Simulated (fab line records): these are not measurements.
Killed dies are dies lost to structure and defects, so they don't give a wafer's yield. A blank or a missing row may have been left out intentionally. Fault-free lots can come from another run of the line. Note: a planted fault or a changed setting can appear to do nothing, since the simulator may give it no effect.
The tool behind it: which one? || flow rit_cmos || 7 lots, 21 wafers sampled, at 2 steps of a route of 202

== WHAT EACH GAUGE READ, for each wafer ==
RIT_FOX2_THK_MEAS_01.
{"lot": "L490", "measured": "day 2 07:01", "on": "film_metro-01", "FOX2_OXIDE_THK (nm)": "359 351 358"}
{"lot": "L497", "measured": "day 3 18:24", "on": "film_metro-01", "FOX2_OXIDE_THK (nm)": "359 354 354"}
{"lot": "L501", "measured": "day 4 13:00", "on": "film_metro-04", "FOX2_OXIDE_THK (nm)": "388 398 392"}
{"lot": "L503", "measured": "day 5 04:50", "on": "film_metro-02", "FOX2_OXIDE_THK (nm)": "350 353 348"}
{"lot": "L506", "measured": "day 5 14:26", "on": "film_metro-04", "FOX2_OXIDE_THK (nm)": "348 346 342"}
{"lot": "L508", "measured": "day 6 02:22", "on": "film_metro-01", "FOX2_OXIDE_THK (nm)": "359 364 347"}
{"lot": "L510", "measured": "day 6 14:53", "on": "film_metro-04", "FOX2_OXIDE_THK (nm)": "348 350 349"}

== EACH LOT AND THE TOOL THAT RAN IT (in order: tool; ch and the chambers of the sampled wafers; start) ==
{"lot": "L490", "RIT_FOX2_OXIDATION_00": "furnace-04 ch 0, day 2 05:43"}
{"lot": "L497", "RIT_FOX2_OXIDATION_00": "furnace-04 ch 0, day 3 17:05"}
{"lot": "L501", "RIT_FOX2_OXIDATION_00": "furnace-04 ch 0, day 4 11:41"}
{"lot": "L503", "RIT_FOX2_OXIDATION_00": "furnace-01 ch 0, day 5 03:31"}
{"lot": "L506", "RIT_FOX2_OXIDATION_00": "furnace-03 ch 0, day 5 13:07"}
{"lot": "L508", "RIT_FOX2_OXIDATION_00": "furnace-01 ch 0, day 6 01:03"}
{"lot": "L510", "RIT_FOX2_OXIDATION_00": "furnace-03 ch 0, day 6 13:34"}
- RIT_FOX2_OXIDATION_00: target thk 350.7 nm, ox time 1130 s.

== THE ANSWER, worked out from the rows above alone ==
Rule: the usual values come from the lots themselves. The widest of any qualifying gaps counts: lots, ordered by their means at a reading, are off when they make up no more than a third of the lots, leave a main group of 4 or more, and stand apart from it by 3 or more times the standard deviation of that group's means. Not used: any main group whose means are identical at the precision the tables above print for the reading. Also off: a lot with no number at a reading for which 4 or more lots have one. All remaining lots with rows at the step are treated as sound.
Off: at RIT_FOX2_THK_MEAS_01 (FOX2_OXIDE_THK), L501. Mean 352 nm and standard deviation 4.2 in the main group.
A tool fits if, at a process step before that reading, it ran every lot that is off, and no sound lot after the first of them. Those tools and the gauges at RIT_FOX2_THK_MEAS_01 are tried in the same way. One fits: RIT_FOX2_OXIDATION_00 on furnace-04. A fault onset in the window from L497 (day 3 17:05, its last sound lot) to L501 (day 4 11:41, its first lot off) fits.

== WHAT HAD BEEN PUT IN BY THE SIMULATOR ==
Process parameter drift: furnace-04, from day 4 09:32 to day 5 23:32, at RIT_FOX2_OXIDATION_00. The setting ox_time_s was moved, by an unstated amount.
Struck lots among those shown: L501. The rule above found the same.
